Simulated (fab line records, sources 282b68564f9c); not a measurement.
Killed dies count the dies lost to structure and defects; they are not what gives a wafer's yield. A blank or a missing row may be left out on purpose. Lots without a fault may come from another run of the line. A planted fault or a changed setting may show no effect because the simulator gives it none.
fab line records    flow ritCmos
[record] lots = 5  wafers = 15  lastDay = 6
route steps=202 shown PRETRO@72 GATE@75 FOX2@80 REOX@98 NLDD@103 SDANNEAL@155
lots that met no fault: taken from a fault-free run of the same line
startH: hours from the record's opening day to when the first of the lot's shown wafers began    waitH: time in hours since the lot's previous step    " unchanged from the row above    L1.1+2: several wafers, shown together as one row    - no value, or no start given    * or withheld: withheld    < > ~ a bound
route shown NAME@n: a module of which the file shows steps, and the number in the route of the first    usual: average and standard deviation across the fault-free wafers    same: alike in all rows    chamber/n: place in a boat    sites: per-site readings    _std_site: the values' standard deviation    _edge_site: mean of outer sites minus mean of inner sites    radiusMm: how far each site lies from the wafer's centre    mask NAME#n: copy n    behind: the last tool/chamber to shape the wafer    hold: the reason the lot was held/the length of the hold in hours/how it ended    device: the transistor (n, p or np) that didn't switch    end of line: tests run on the same wafers once the route is complete    for a step that has no rows: nothing shown but its recipe    killed: dies lost to structure and defects at the first sort, not the wafer's yield    map: dies across one wafer; x = killed, . = not, _ = none there
set.NAME: the setting the step ran with; set.NAME@STEP: the setting that earlier step ran with    model.NAME: the simulator's own value behind a step, which no gauge read
lots seen at some steps along the route; tables by step, rows by wafer
services: the hour from which a tool's chamber was out of use, counted from the record's first day as startH (under 0 if before that day), plus the number of hours and why
[[steps]]
[step RIT_PRETRO_IMPLANT_08]
[recipe] species = B  energyKev = 45  doseCm2 = 1.2e+13  tiltDeg = 7
[step RIT_PRETRO_STRIP_09]
[recipe] chemistry = O2  timeS = 180  resist = NOVOLAK  platenTempC = withheld  powerW = 500  pressureMtorr = 4000  o2FlowSccm = 4000
[usual] drypumpMotorCurrentA = 5.8/0.31  o2FlowSccm = 4002/12
lot.wafer  tool            chamber  startH  waitH  drypumpMotorCurrentA  o2FlowSccm  rfHoursCounterH
L539.1     plasmaAsher-03  0        36.28   0.1    6.0                   3999        34
L539.2     "               1        "       "      5.4                   4001        34
L539.4     "               1        "       "      5.4                   4008        -
L540.2     plasmaAsher-04  1        40.94   0.1    5.8                   4031        40
L540.3     "               1        "       "      5.8                   3994        -
L540.5     "               0        "       "      5.5                   3991        -
L548.2     plasmaAsher-04  0        81.89   0.1    5.5                   4005        44
L548.3     "               1        "       "      5.7                   4000        -
L548.5     "               0        "       "      5.5                   4001        -
L553.1     plasmaAsher-01  1        106.17  0.1    6.3                   4004        48
L553.2     "               0        "       "      5.5                   4004        48
L553.5     "               1        "       "      6.3                   4000        -
L557.1     plasmaAsher-04  1        126.23  0.1    5.7                   3997        49
L557.2     "               0        "       "      5.5                   3995        49
L557.3     "               0        "       "      5.5                   4021        -
[step RIT_PRETRO_TW_MEAS_10]
[usual] PRETRO_TW = 480/8.1
lot.wafer  tool          chamber  startH  waitH  PRETRO_TW
L539.1     filmMetro-01  -        36.46   0.1    489
L539.2     "             -        "       "      490
L539.4     "             -        "       "      489
L540.2     filmMetro-04  -        41.13   0.1    480
L540.3     "             -        "       "      478
L540.5     "             -        "       "      481
L548.2     filmMetro-03  -        82.08   0.1    470
L548.3     "             -        "       "      468
L548.5     "             -        "       "      470
L553.1     filmMetro-04  -        106.34  0.1    479
L553.2     "             -        "       "      477
L553.5     "             -        "       "      478
L557.1     filmMetro-01  -        126.40  0.1    490
L557.2     "             -        "       "      488
L557.3     "             -        "       "      486
[step RIT_GATE_WET_ETCH_00]
[recipe] chemistry = BOE  target = SiO2  targetDepthNm = 56  timeS = 60  dry = n2Spin  dilution = 10:1  tempC = 21.5
[step RIT_GATE_CLEAN_01]
[recipe] chemistry = SC1  mix = 3:3:50  timeS = 600  tempC = 75
[step RIT_GATE_CLEAN_02]
[recipe] chemistry = dHF  dilution = 50:1  timeS = 30
[step RIT_GATE_CLEAN_03]
[recipe] chemistry = SC2  mix = 3:3:50  timeS = 600  tempC = 75  dry = n2Spin
[step RIT_GATE_CLEAN_04]
[recipe] chemistry = dHF  dilution = 50:1  timeS = 60  dry = n2Spin
[step RIT_FOX2_THK_MEAS_91]
[recipe] reads = SiO2_of_FOX2_OXIDATION_00
[usual] FIELD_OXIDE_LEFT_2_THK = 253/5.1
lot.wafer  tool          chamber  startH  waitH  FIELD_OXIDE_LEFT_2_THK[nm]
L539.1     filmMetro-02  -        36.97   0.0    247
L539.2     "             -        "       "      246
L539.4     "             -        "       "      247
L540.2     filmMetro-03  -        41.64   0.0    251
L540.3     "             -        "       "      252
L540.5     "             -        "       "      254
L548.2     filmMetro-02  -        82.56   0.0    246
L548.3     "             -        "       "      249
L548.5     "             -        "       "      254
L553.1     filmMetro-01  -        106.82  0.0    260
L553.2     "             -        "       "      254
L553.5     "             -        "       "      255
L557.1     filmMetro-03  -        127.10  0.0    249
L557.2     "             -        "       "      251
L557.3     "             -        "       "      253
[step RIT_GATE_OXIDATION_05]
[recipe] tempC = 900  ambient = O2  targetThkA = 30  oxTimeS = 270
[step RIT_GATE_ANNEAL_06]
[recipe] tempC = 900  timeS = 600  ambient = N2O
[step RIT_GATE_THK_MEAS_07]
[recipe] reads = SiO2_of_GATE_OXIDATION_05
[usual] GATE_OXIDE_THK = 3.01/0.07
lot.wafer  tool          chamber  startH  waitH  GATE_OXIDE_THK[nm]
L539.1     filmMetro-01  -        38.36   0.0    3.01
L539.2     "             -        "       "      3.06
L539.4     "             -        "       "      3.01
L540.2     filmMetro-01  -        43.02   0.0    3.00
L540.3     "             -        "       "      3.02
L540.5     "             -        "       "      2.94
L548.2     filmMetro-01  -        83.95   0.0    2.98
L548.3     "             -        "       "      2.97
L548.5     "             -        "       "      3.00
L553.1     filmMetro-03  -        108.21  0.0    3.12
L553.2     "             -        "       "      3.07
L553.5     "             -        "       "      3.07
L557.1     filmMetro-03  -        128.62  0.0    2.92
L557.2     "             -        "       "      2.89
L557.3     "             -        "       "      2.93
[step RIT_GATE_CVD_08]
[recipe] material = poly-Si  targetThkNm = 250  tempC = 610  precursor = SiH4  timeS = 2220  pressureMtorr = 300  sih4FlowSccm = 100
[usual] sih4FlowSccm = 100.0/0.31  spikeTcCentreC = 612.2/1.4  spikeTcLoadC = 631.5/2.4
lot.wafer  tool      chamber  startH  waitH  sih4FlowSccm  spikeTcCentreC  spikeTcLoadC  model.poly-Si_of_GATE_CVD_08.thkNm
L539.1     lpcvd-02  1        38.42   0.1    99.1          612.2           630.8         250.7
L539.2     "         1        "       "      99.6          610.0           629.8         248.8
L539.4     "         1        "       "      99.7          611.4           630.6         249.7
L540.2     lpcvd-01  1        43.07   0.0    100.2         611.1           636.7         249.2
L540.3     "         1        "       "      100.3         610.5           635.3         251.6
L540.5     "         1        "       "      100.4         610.5           635.4         252
L548.2     lpcvd-02  0        84.00   0.0    50.0          613.7           633.0         120.2
L548.3     "         0        "       "      49.7          613.9           631.6         121.4
L548.5     "         0        "       "      49.6          613.1           629.3         121.5
L553.1     lpcvd-01  0        108.27  0.1    100.3         611.6           628.5         246.6
L553.2     "         0        "       "      100.1         613.3           632.2         246.5
L553.5     "         0        "       "      99.7          614.4           631.3         245.9
L557.1     lpcvd-01  1        128.68  0.1    100.1         612.6           638.1         253.7
L557.2     "         1        "       "      100.0         611.2           634.5         253.8
L557.3     "         1        "       "      100.2         612.6           634.5         252.4
[step RIT_GATE_THK_MEAS_09]
[recipe] reads = poly-Si_of_GATE_CVD_08
[usual] GATE_POLY_THK = 249.6/2.2
lot.wafer  tool          chamber  startH  waitH  GATE_POLY_THK[nm]
L539.1     filmMetro-03  -        40.03   0.0    250.6
L539.2     "             -        "       "      248.8
L539.4     "             -        "       "      249.8
L540.2     filmMetro-03  -        44.70   0.0    249.1
L540.3     "             -        "       "      251.5
L540.5     "             -        "       "      252.0
L548.2     filmMetro-03  -        85.62   0.0    120.3
L548.3     "             -        "       "      121.4
L548.5     "             -        "       "      121.5
L553.1     filmMetro-01  -        109.88  0.0    246.7
L553.2     "             -        "       "      246.5
L553.5     "             -        "       "      245.8
L557.1     filmMetro-02  -        130.29  0.0    253.8
L557.2     "             -        "       "      253.9
L557.3     "             -        "       "      252.4
[step RIT_GATE_HMDS_10]
[recipe] primeTimeS = 60  primeTempC = 140
[step RIT_GATE_COAT_11]
[recipe] resist = NOVOLAK  spinRpm = 4250  resistThkNm = 850
[step RIT_GATE_SOFTBAKE_12]
[recipe] resist = NOVOLAK  tempC = 90  timeS = 60
[step RIT_GATE_EXPOSE_13]
[recipe] maskId = M6  na = 0.6  sourceShape = conventional  sigmaOuter = 0.6  targetCdNm = 150  doseMj = 380
[step RIT_GATE_PEB_14]
[recipe] resist = NOVOLAK  tempC = withheld  timeS = withheld
[step RIT_GATE_DEVELOP_15]
[recipe] resist = NOVOLAK  developTimeS = 50  devTempC = 23
[step RIT_GATE_CD_MEAS_16]
[recipe] targetCdNm = 150
[usual] cdNm = 150/3.2
lot.wafer  tool      chamber  startH  waitH  cdNm
L539.1     cdSem-01  -        41.13   -      151
L539.2     "         -        "       "      150
L539.4     "         -        "       "      151
L540.2     cdSem-01  -        45.75   -      152
L540.3     "         -        "       "      152
L540.5     "         -        "       "      147
L548.2     cdSem-01  -        86.54   -      145
L548.3     "         -        "       "      142
L548.5     "         -        "       "      141
L553.1     cdSem-01  -        110.92  -      148
L553.2     "         -        "       "      152
L553.5     "         -        "       "      151
L557.1     cdSem-01  -        131.20  -      149
L557.2     "         -        "       "      150
L557.3     "         -        "       "      152
[step RIT_GATE_OVL_MEAS_17]
[usual] GATE_OVL = -0.6/1.6
lot.wafer  tool        chamber  startH  waitH  GATE_OVL[nm]
L539.1     overlay-02  -        41.25   0.1    -1.9
L539.2     "           -        "       "      -2.5
L539.4     "           -        "       "      -3.2
L540.2     overlay-02  -        45.85   0.1    0.9
L540.3     "           -        "       "      1.5
L540.5     "           -        "       "      3.2
L548.2     overlay-02  -        86.65   0.1    -0.4
L548.3     "           -        "       "      -1.1
L548.5     "           -        "       "      -1.5
L553.1     overlay-02  -        111.04  0.1    -2.3
L553.2     "           -        "       "      -3.1
L553.5     "           -        "       "      -0.8
L557.1     overlay-01  -        131.32  0.1    -1.8
L557.2     "           -        "       "      -2.1
L557.3     "           -        "       "      0.3
[step RIT_GATE_HARDBAKE_18]
[recipe] resist = NOVOLAK  tempC = 140  timeS = 60
[step RIT_GATE_ETCH_19]
[recipe] chemistry = SF6/CHF3/O2  timeS = 165  SF6_flow_sccm = 30  CHF3_flow_sccm = 30  O2_flow_sccm = 5  target = poly-Si  pressureMtorr = 40  rfW = 160  targetDepthA = 3125  overEtchFrac = 0.25  stopOn = SiO2
[usual] O2_flow_sccm = 5.004/0.013  drypumpMotorCurrentA = 5.8/0.43  heBacksideLeakSccm = 2.74/0.29  oesProductAu = 0.845/0.015  throttleValvePct = 10.26/0.11
lot.wafer  tool      chamber  startH  waitH  O2_flow_sccm  drypumpMotorCurrentA  heBacksideLeakSccm  oesProductAu  rfHoursCounterH  throttleValvePct  model.GATE.featureDepthNm  model.etch.depthNm
L539.1     rieSi-01  3        41.44   0.1    5.001         6.0                   2.66                0.862         4                10.44             250.7                      250.7
L539.2     "         1        "       "      5.000         6.1                   2.79                0.838         139              10.22             248.8                      248.8
L539.4     "         0        "       "      4.995         5.1                   2.63                0.848         3                10.22             249.7                      249.7
L540.2     rieSi-02  1        46.03   0.1    4.992         5.9                   3.40                0.846         56               10.21             249.2                      249.2
L540.3     "         2        "       "      5.005         5.1                   2.73                0.841         115              10.07             251.6                      251.6
L540.5     "         2        "       "      4.995         5.1                   2.75                0.858         -                10.07             252                        252
L548.2     rieSi-02  1        86.83   0.1    5.000         5.9                   2.98                0.538         56               10.21             120.2                      120.2
L548.3     "         2        "       "      4.993         5.1                   2.89                0.536         116              10.07             121.4                      121.4
L548.5     "         0        "       "      4.993         5.7                   2.45                0.534         -                10.25             121.5                      121.5
L553.1     rieSi-01  2        111.22  0.1    5.011         6.4                   2.77                0.807         6                10.41             246.6                      246.6
L553.2     "         0        "       "      5.001         5.2                   2.64                0.845         4                10.21             246.5                      246.5
L553.5     "         3        "       "      5.023         6.0                   2.47                0.854         -                10.45             245.9                      245.9
L557.1     rieSi-01  0        131.51  0.1    5.001         5.1                   2.67                0.867         4                10.21             253.7                      253.7
L557.2     "         1        "       "      5.003         6.0                   2.83                0.856         140              10.22             253.8                      253.8
L557.3     "         2        "       "      5.005         6.4                   2.75                0.830         6                10.41             252.4                      252.4
[step RIT_GATE_STRIP_20]
[recipe] chemistry = O2  timeS = 180  resist = NOVOLAK  platenTempC = withheld  powerW = 500  pressureMtorr = 4000  o2FlowSccm = 4000
[usual] drypumpMotorCurrentA = 5.6/0.42  o2FlowSccm = 4001/13
lot.wafer  tool            chamber  startH  waitH  drypumpMotorCurrentA  o2FlowSccm  rfHoursCounterH
L539.1     plasmaAsher-03  0        41.55   0.1    6.0                   3977        34
L539.2     "               1        "       "      5.4                   3990        34
L539.4     "               1        "       "      5.4                   4013        -
L540.2     plasmaAsher-02  1        46.14   0.1    6.0                   4015        28
L540.3     "               1        "       "      6.0                   4010        -
L540.5     "               1        "       "      6.0                   4011        -
L548.2     plasmaAsher-01  1        86.94   0.1    6.3                   3983        46
L548.3     "               0        "       "      5.6                   3991        -
L548.5     "               1        "       "      6.3                   3988        -
L553.1     plasmaAsher-02  1        111.33  0.1    6.0                   4029        34
L553.2     "               0        "       "      5.1                   4008        34
L553.5     "               1        "       "      5.9                   4022        -
L557.1     plasmaAsher-01  1        131.62  0.1    6.3                   4019        52
L557.2     "               0        "       "      5.5                   4009        52
L557.3     "               0        "       "      5.5                   4002        -
[step RIT_GATE_CD_MEAS_90]
[recipe] targetCdNm = 150
[usual] cdNm = 150/3.2
lot.wafer  tool      chamber  startH  waitH  cdNm
L539.1     cdSem-02  -        41.72   0.1    151
L539.2     "         -        "       "      150
L539.4     "         -        "       "      151
L540.2     cdSem-01  -        46.34   0.1    152
L540.3     "         -        "       "      152
L540.5     "         -        "       "      146
L548.2     cdSem-01  -        87.13   0.1    144
L548.3     "         -        "       "      142
L548.5     "         -        "       "      141
L553.1     cdSem-01  -        111.51  0.1    149
L553.2     "         -        "       "      152
L553.5     "         -        "       "      151
L557.1     cdSem-01  -        131.79  0.1    150
L557.2     "         -        "       "      149
L557.3     "         -        "       "      152
[step RIT_REOX_CLEAN_00]
[recipe] chemistry = SC1  mix = 3:3:50  timeS = 600  tempC = 75
[step RIT_REOX_CLEAN_01]
[recipe] chemistry = dHF  dilution = 50:1  timeS = 30
[step RIT_REOX_CLEAN_02]
[recipe] chemistry = SC2  mix = 3:3:50  timeS = 600  tempC = 75  dry = n2Spin
[step RIT_REOX_OXIDATION_03]
[recipe] tempC = 900  ambient = O2  targetThkA = 252  oxTimeS = 5580
[step RIT_REOX_THK_MEAS_04]
[recipe] reads = SiO2_of_REOX_OXIDATION_03
[usual] REOX_OXIDE_THK = 25.1/0.42
lot.wafer  tool          chamber  startH  waitH  REOX_OXIDE_THK[nm]
L539.1     filmMetro-03  -        45.34   0.0    24.8
L539.2     "             -        "       "      25.0
L539.4     "             -        "       "      25.1
L540.2     filmMetro-03  -        50.75   0.0    25.7
L540.3     "             -        "       "      25.4
L540.5     "             -        "       "      25.2
L548.2     filmMetro-04  -        90.16   0.0    24.9
L548.3     "             -        "       "      24.8
L548.5     "             -        "       "      25.0
L553.1     filmMetro-04  -        114.60  0.0    25.7
L553.2     "             -        "       "      25.9
L553.5     "             -        "       "      25.5
L557.1     filmMetro-03  -        134.85  0.0    25.0
L557.2     "             -        "       "      24.8
L557.3     "             -        "       "      25.1
[step RIT_NLDD_HMDS_00]
[recipe] primeTimeS = 60  primeTempC = 140
[step RIT_NLDD_COAT_01]
[recipe] resist = NOVOLAK  spinRpm = 3250  resistThkNm = 1000
[step RIT_NLDD_SOFTBAKE_02]
[recipe] resist = NOVOLAK  tempC = 90  timeS = 60
[step RIT_NLDD_EXPOSE_03]
[recipe] maskId = M7  na = 0.57  targetCdNm = 40700  doseMj = 250
[step RIT_NLDD_PEB_04]
[recipe] resist = NOVOLAK  tempC = withheld  timeS = withheld
[step RIT_NLDD_DEVELOP_05]
[recipe] resist = NOVOLAK  developTimeS = 50  devTempC = 23
[step RIT_NLDD_OVL_MEAS_06]
[usual] NLDD_OVL = 0.0/1.3
lot.wafer  tool        chamber  startH  waitH  NLDD_OVL[nm]
L539.1     overlay-01  -        46.38   -      -1.1
L539.2     "           -        "       "      -0.5
L539.4     "           -        "       "      -1.7
L540.2     overlay-02  -        51.73   -      0.8
L540.3     "           -        "       "      -0.3
L540.5     "           -        "       "      -1.0
L548.2     overlay-02  -        91.06   -      2.0
L548.3     "           -        "       "      0.3
L548.5     "           -        "       "      1.3
L553.1     overlay-02  -        115.64  -      -1.3
L553.2     "           -        "       "      0.3
L553.5     "           -        "       "      1.7
L557.1     overlay-01  -        135.91  -      -0.9
L557.2     "           -        "       "      0.6
L557.3     "           -        "       "      0.7
[step RIT_NLDD_HARDBAKE_07]
[recipe] resist = NOVOLAK  tempC = 140  timeS = 60
[step RIT_NLDD_IMPLANT_08]
[recipe] species = P  energyKev = 20  doseCm2 = 5e+14  tiltDeg = 7
[step RIT_NLDD_STRIP_09]
[recipe] chemistry = O2  timeS = 180  resist = NOVOLAK  platenTempC = withheld  powerW = 500  pressureMtorr = 4000  o2FlowSccm = 4000
[usual] drypumpMotorCurrentA = 5.8/0.33  o2FlowSccm = 4001/11
lot.wafer  tool            chamber  startH  waitH  drypumpMotorCurrentA  o2FlowSccm  rfHoursCounterH
L539.1     plasmaAsher-01  0        46.71   0.1    5.6                   4005        42
L539.2     "               1        "       "      6.3                   4002        42
L539.4     "               0        "       "      5.6                   4006        -
L540.2     plasmaAsher-01  1        52.06   0.1    6.3                   3998        43
L540.3     "               1        "       "      6.3                   3999        -
L540.5     "               1        "       "      6.3                   3992        -
L548.2     plasmaAsher-02  0        91.60   0.1    5.1                   3992        32
L548.3     "               1        "       "      6.0                   4002        -
L548.5     "               0        "       "      5.1                   3985        -
L553.1     plasmaAsher-04  0        115.97  0.1    5.5                   3997        48
L553.2     "               1        "       "      5.7                   4004        48
L553.5     "               1        "       "      5.7                   4004        -
L557.1     plasmaAsher-01  0        136.24  0.1    5.5                   3996        52
L557.2     "               1        "       "      6.2                   4003        52
L557.3     "               0        "       "      5.6                   4010        -
[step RIT_NLDD_TW_MEAS_10]
[usual] NLDD_TW = 2509/35
lot.wafer  tool          chamber  startH  waitH  NLDD_TW
L539.1     filmMetro-04  -        46.89   0.1    2510
L539.2     "             -        "       "      2500
L539.4     "             -        "       "      2509
L540.2     filmMetro-04  -        52.24   0.1    2527
L540.3     "             -        "       "      2515
L540.5     "             -        "       "      2515
L548.2     filmMetro-02  -        91.78   0.1    2467
L548.3     "             -        "       "      2473
L548.5     "             -        "       "      2467
L553.1     filmMetro-02  -        116.15  0.1    2468
L553.2     "             -        "       "      2476
L553.5     "             -        "       "      2470
L557.1     filmMetro-01  -        136.42  0.1    2574
L557.2     "             -        "       "      2569
L557.3     "             -        "       "      2562
[step RIT_SDANNEAL_CLEAN_02]
[recipe] chemistry = SC2  mix = 3:3:50  timeS = 600  tempC = 75  dry = n2Spin
lot.wafer  tool         chamber  startH  waitH  model.poly-Si_of_GATE_CVD_08.thkNm
L539.1     wetBench-01  3        54.25   0.0    163
L539.2     "            3        "       "      161.9
L539.4     "            3        "       "      162.3
L540.2     wetBench-04  0        59.82   0.0    162.4
L540.3     "            0        "       "      164.7
L540.5     "            0        "       "      164.3
L548.2     wetBench-03  0        99.19   0.0    33.71
L548.3     "            0        "       "      34.24
L548.5     "            0        "       "      33.18
L553.1     wetBench-01  0        123.41  0.0    158.8
L553.2     "            0        "       "      157.6
L553.5     "            0        "       "      157.5
L557.1     wetBench-04  2        143.69  0.0    165.8
L557.2     "            2        "       "      166.9
L557.3     "            2        "       "      166.8
[[services]]
tool            chamber  startH  hours  kind
wetBench-03     -        15.71   4.4    pm
rieSi-02        0        54.12   4.5    repair
rieSi-02        3        59.48   4.6    repair
rieSi-02        3        64.96   24.9   repair
wetBench-03     -        102.07  3.7    repair
plasmaAsher-03  -        108.75  9.0    pm
plasmaAsher-03  0        108.75  9.0    ventCycle
plasmaAsher-03  1        108.75  9.0    ventCycle
plasmaAsher-03  0        117.75  -      clean
plasmaAsher-03  1        117.75  -      clean
rieSi-01        -        137.31  2.8    pm
[[key]]
[firstSign] step = RIT_GATE_CVD_08  reading = sih4FlowSccm  direction = down  sigmas = 99+  usual = 100.0  struck = 49.8
[effect] step = RIT_GATE_THK_MEAS_09  reading = GATE_POLY_THK  direction = down  sigmas = 57  usual = 249.6  struck = 121.1
[effect] step = RIT_GATE_ETCH_19  reading = oesProductAu  direction = down  sigmas = 21  usual = 0.845  struck = 0.536
[modelEffect] step = RIT_GATE_CVD_08  value = poly-Si_of_GATE_CVD_08.thkNm  without = 246  struck = 121
[modelEffect] step = RIT_GATE_ETCH_19  value = GATE.featureDepthNm  without = 246  struck = 121
[modelEffect] step = RIT_SDANNEAL_CLEAN_02  value = poly-Si_of_GATE_CVD_08.thkNm  without = 158.7  struck = 33.71
metAt RIT_GATE_CVD_08
struckWafers L548.2,L548.3,L548.5
sortLeftOut L548.2,L548.3,L548.5
testerLeftOut L548
[earlierFault] kind = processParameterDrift  tool = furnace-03  chamber = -  onsetH = 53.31  steps = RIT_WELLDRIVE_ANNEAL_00  channel = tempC  offset = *  shape = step  endH = 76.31  actsIn = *  stated = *
[fault] kind = processParameterDrift  tool = lpcvd-02  chamber = 0  onsetH = 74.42  steps = RIT_GATE_CVD_08  channel = sih4FlowSccm  offset = -50  shape = step  endH = 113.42  stated = 100
// testerLeftOut: of these lots the tester's yield and bins aren't shown, on N5 and GAA mostly nor the transistor test; their killed dies are dies lost to structure and defects alone, not to doping, threshold or leakage, so they don't give the yield
// sortLeftOut: the simulated sort isn't trusted on such a fault, so these wafers' sort isn't shown, and their yield isn't known
